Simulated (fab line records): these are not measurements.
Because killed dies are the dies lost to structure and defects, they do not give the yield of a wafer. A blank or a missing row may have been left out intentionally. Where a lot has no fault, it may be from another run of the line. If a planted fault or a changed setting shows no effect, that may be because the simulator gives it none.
Which tool was responsible? -- flow berkeleyCmos170 -- at 1 step of a route of 331, 7 lots with 21 wafers sampled

WHAT THE GAUGES READ, wafer by wafer
UCB170_SDANNEAL_RS_MEAS_03: uses a four-point probe to measure.
lot,measured,on,NSD_RS (ohm/sq)
L331,day 7 14:05,filmMetro-02,37.09 37.14 37.15
L332,day 8 01:21,filmMetro-01,37.14 37.16 37.05
L336,day 8 21:11,filmMetro-01,37.19 37.18 37.09
L337,day 9 02:43,filmMetro-01,37.06 36.90 36.97
L346,day 10 00:56,filmMetro-02,37.05 37.08 37.07
L349,day 10 21:26,filmMetro-02,36.99 37.08 37.06
L352,day 11 03:04,filmMetro-02,37.03 37.00 37.10

WHAT TOOL EACH LOT RAN ON (gives the tool, then ch and the chambers of the sampled wafers, and finally the start)
The record shows no process step preceding these readings.

THE ANSWER, worked out from the rows above alone
Rule: the usual values come from the lots themselves. Put in order of their means at a reading, lots are off if they are a third of the lots or fewer, leave a main group of 4 or more, and stand apart from it by a gap of 3 or more times the standard deviation of the main group's means; of several such gaps the widest counts. A main group is skipped when, at the precision printed for the reading in the tables above, its means are all equal. A lot without any number at a reading at which 4 lots or more have one is off too. Where the step has rows for the other lots, those lots are counted as sound.
Nothing can be told from this: no lot is off at any reading shown.

WHAT THE SIMULATOR PUT IN
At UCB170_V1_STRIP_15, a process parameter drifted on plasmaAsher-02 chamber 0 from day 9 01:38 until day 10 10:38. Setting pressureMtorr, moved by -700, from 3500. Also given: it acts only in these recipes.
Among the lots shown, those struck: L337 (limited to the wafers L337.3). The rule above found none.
